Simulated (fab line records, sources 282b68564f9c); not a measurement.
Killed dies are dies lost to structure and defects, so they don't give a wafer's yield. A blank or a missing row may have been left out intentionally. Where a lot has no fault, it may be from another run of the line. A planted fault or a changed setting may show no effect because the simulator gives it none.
Comparing a struck lot with a sound one || flow rit_cmos || 17 out of 202 route steps
Sound: the wafers L448.2, L448.3, L448.4. Wafers L444.2, L444.5, L444.6 were the ones struck. The cause is given at the end.
Order at every step that has rows: each side's tool, ch and its chambers, its first start. Under that, the readings that differ: sound wafers || struck wafers || difference of the means || sigmas: that difference in standard deviations of wafers without a fault.
alike: a reading whose means differ by less than 2 such deviations, as well as words and numbers matching on both sides. not compared: withheld readings; readings where some wafer has no value; bounds like >300 that might hide an equal value; numbers whose values overlap and for which the record gives no deviation.
The two part at a step that has a row with sigmas, a row that says differs or no value, or rows on one side only. Non-overlapping numbers with no deviation appear without sigmas and do not part them. Lack of a reading on every wafer of one side parts them only where that side has two or more wafers.

first, 1 step without rows for these wafers: RIT_PRETRO_DEVELOP_05 (develop time 65.46 s).
RIT_PRETRO_OVL_MEAS_06:
  sound: overlay-02 at day 3 23:43; struck: overlay-02 at day 3 03:19
  alike: PRETRO_OVL
then, 2 steps without rows for these wafers: RIT_PRETRO_HARDBAKE_07 (time 120 s); RIT_PRETRO_IMPLANT_08.
RIT_PRETRO_STRIP_09: strips in O2, time 180 s.
  sound on plasma_asher-01 ch 0,1, day 4 00:08; struck on plasma_asher-03 ch 0,1, day 3 03:44
  alike: drypump_motor_current_A, rf_refl_power_W
  not compared: rf_hours_counter_h
RIT_PRETRO_TW_MEAS_10:
  sound: film_metro-04 at day 4 00:20; struck: film_metro-02 at day 3 03:55
  alike: PRETRO_TW
then, 5 steps without rows for these wafers: RIT_GATE_WET_ETCH_00 (etches SiO2 in BOE, target depth 56 nm, time 60 s); RIT_GATE_CLEAN_01 (cleans in SC1, time 600 s); RIT_GATE_CLEAN_02 (cleans in dHF, time 30 s); RIT_GATE_CLEAN_03 (cleans in SC2, time 600 s); RIT_GATE_CLEAN_04 (cleans in dHF, time 60 s).
RIT_FOX2_THK_MEAS_91:
  sound: film_metro-02 at day 4 00:49; struck: film_metro-02 at day 3 04:24
  alike: FIELD_OXIDE_LEFT_2_THK
RIT_GATE_OXIDATION_05: target thk 3 nm, ox time 270 s.
  sound on furnace-02 ch 0, day 4 00:52; struck on furnace-01 ch 0, day 3 04:49
{"reading": "spike_tc_centre_C (C)", "sound": "902.4 904.0 903.5", "struck": "919.8 923.2 923.8", "difference": "+19.0", "sigmas": "+19"}
{"reading": "spike_tc_load_C (C)", "sound": "927.1 928.1 927.9", "struck": "949.4 948.8 949.8", "difference": "+21.6", "sigmas": "+9"}
{"reading": "spike_tc_source_C (C)", "sound": "924 921 922", "struck": "947 946 945", "difference": "+24", "sigmas": "+7"}
{"reading": "tube_center_temp_C (C)", "sound": "900.1 900.1 899.94", "struck": "920.06 919.96 919.98", "difference": "+19.95", "sigmas": "+99 or more"}
{"reading": "tube_center_temp_C_max", "sound": "902.4 902.5 902.2", "struck": "922.2 922.4 922.2", "difference": "+19.9", "sigmas": "+55"}
{"reading": "model.SiO2_of_GATE_OXIDATION_05.thk_nm (nm)", "sound": "3.037 3.079 2.985", "struck": "3.815 3.82 3.881", "difference": "+0.805", "sigmas": ""}
then, 1 step without rows for these wafers: RIT_GATE_ANNEAL_06 (time 600 s).
RIT_GATE_THK_MEAS_07:
  sound: film_metro-02 at day 4 03:30; struck: film_metro-02 at day 3 06:08
{"reading": "GATE_OXIDE_THK (nm)", "sound": "3.02 3.11 2.96", "struck": "3.86 3.83 3.88", "difference": "+0.83", "sigmas": "+13"}
then, 1 step without rows for these wafers: RIT_GATE_CVD_08 (deposits poly-Si from SiH4, target thk 250 nm, time 2132 s).
RIT_M1_PROBE_99:
  sound: prober-01 at day 5 04:25; struck: prober-01 at day 4 05:10
{"reading": "model.etest.pmos_0p3.r_on_ohm_um", "sound": "6357 6487 6183", "struck": "7795 7695 7860", "difference": "+1441", "sigmas": ""}
{"reading": "model.etest.pmos_turned.r_on_ohm_um", "sound": "3450 3523 3337", "struck": "3942 3891 3996", "difference": "+506", "sigmas": ""}
{"reading": "model.etest.pmos_0p15.r_on_ohm_um", "sound": "2823 2906 2754", "struck": "3233 3166 3288", "difference": "+401", "sigmas": ""}
{"reading": "model.etest.nmos_0p3.r_on_ohm_um", "sound": "2179 2197 2133", "struck": "2531 2482 2575", "difference": "+360", "sigmas": ""}
{"reading": "model.etest.nmos_0p15.r_on_ohm_um", "sound": "1168 1180 1115", "struck": "1242 1198 1252", "difference": "+76", "sigmas": ""}
{"reading": "model.etest.nmos_0p15.drive_ua_um", "sound": "460.8 445.6 470.3", "struck": "389.1 397.4 383.9", "difference": -68.8, "sigmas": ""}
{"reading": "model.etest.nmos_narrow.drive_ua_um", "sound": "224.9 220 228.7", "struck": "168.3 169.8 165.9", "difference": -56.5, "sigmas": ""}
{"reading": "model.etest.nmos_0p3.drive_ua_um", "sound": "224.8 219.6 227.4", "struck": "168.5 169.1 165.2", "difference": -56.3, "sigmas": ""}
  alike: killed_at_contacts, killed_at_front_end, killed_dies, killed_on_rim, killed_open, killed_short

WHERE THEY PART
At RIT_GATE_OXIDATION_05 first; at RIT_GATE_THK_MEAS_07 last (within this record only). Later steps at which nothing parts them and some readings are alike: RIT_M1_PROBE_99.

WHY: what the simulator had put in
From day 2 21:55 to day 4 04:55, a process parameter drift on furnace-01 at RIT_GATE_OXIDATION_05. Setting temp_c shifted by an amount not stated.
